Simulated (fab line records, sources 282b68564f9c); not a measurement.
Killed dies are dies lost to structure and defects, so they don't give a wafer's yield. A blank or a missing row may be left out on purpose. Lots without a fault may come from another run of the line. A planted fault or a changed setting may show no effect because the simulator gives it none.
Problem report in the 8D (eight disciplines) form, filled by code | flow rit_cmos | the parts of the form that need people (team, actions taken, sign-off) are left out

1. THE PROBLEM
PLDD_TW at RIT_PLDD_TW_MEAS_10 reads a mean of 30 on 3 wafers of 1 lot; wafers without a fault read 2334 with a standard deviation of 37. That is -62 standard deviations from the usual mean.
First seen on wafer L611.2, day 4 21:25, on film_metro-02. The record holds 39 wafers of 13 lots with a number at this step. Rule for "out", or "out of limits": more than 4 standard deviations from the usual mean. The other wafers with a number count as sound.

2. WHAT IT IS AND WHAT IT IS NOT
question                    | is                     | is not
which readings at this step | PLDD_TW                | -
which lots                  | L611                   | L601, L602, L603, L606, L607, L608, L617, L618, L620, L621, L622, L624
which wafers of those lots  | all that have a number | -
read on which gauges        | film_metro-02          | film_metro-01, film_metro-04
when                        | from day 4 21:25       | up to then (18 sound wafers); but 18 sound wafers of L617, L618, L620, L621, L622, L624 came after

3. SUSPECTS, AND WHAT RULES EACH OUT
Counting: a tool at a process step up to the reading stays a suspect if it ran every lot that is out and no sound lot after the first of them.
- the gauge at RIT_PLDD_TW_MEAS_10: ruled out. All the wafers that are out were read on film_metro-02, but those of them that RIT_NLDD_STRIP_09 has rows for are out there too, on other tools.
- plasma_asher-02 at RIT_PWELL_STRIP_09 (strips in O2, time 180 s): ruled out as a lasting fault. Sound lots L618, L624 ran on it after its first lot that is out, L611 (day 4 00:20).
- plasma_asher-02 at RIT_NLDD_STRIP_09 (strips in O2, time 180 s): ruled out as a lasting fault. Sound lots L621, L622 ran on it after its first lot that is out, L611 (day 4 19:41).
Left after counting: nothing in the record.

4. THE CAUSE (what the simulator had put in)
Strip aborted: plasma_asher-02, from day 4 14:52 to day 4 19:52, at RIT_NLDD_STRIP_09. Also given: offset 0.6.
Counting ruled it out, wrongly: the rule takes a fault to strike every lot that its tool runs from its start on, and this one did not.

5. THE CHAIN OF EFFECTS, in route order
Each row: a reading whose mean over the struck wafers that have a number lies more than 3 standard deviations from the usual. Only readings for which the record gives a usual standard deviation are gone through. hours: the time from each lot's start at the first step in this table that gives one to its start at this step, as a median over the lots. sigmas: the change in usual standard deviations.
hours | step                | reading      | usual   | on struck wafers | change | sigmas
0     | RIT_NLDD_STRIP_09   | run_length_s | 208.4 s | 72.3             | -136.1 | -99 or more
2     | RIT_PLDD_TW_MEAS_10 | PLDD_TW      | 2334    | 30               | -2304  | -62
The process steps in it:
- RIT_NLDD_STRIP_09: strips in O2, time 180 s.

6. WHAT WOULD HAVE CAUGHT IT SOONER
In this record the first reading out of limits at a measuring or inspecting step was taken at day 4 21:25, 7 hours after the fault began at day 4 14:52.
The tool's own readings at RIT_NLDD_STRIP_09 were out on every struck wafer that the step has a row for (run_length_s): an alarm limit on them would have fired on the first of those.
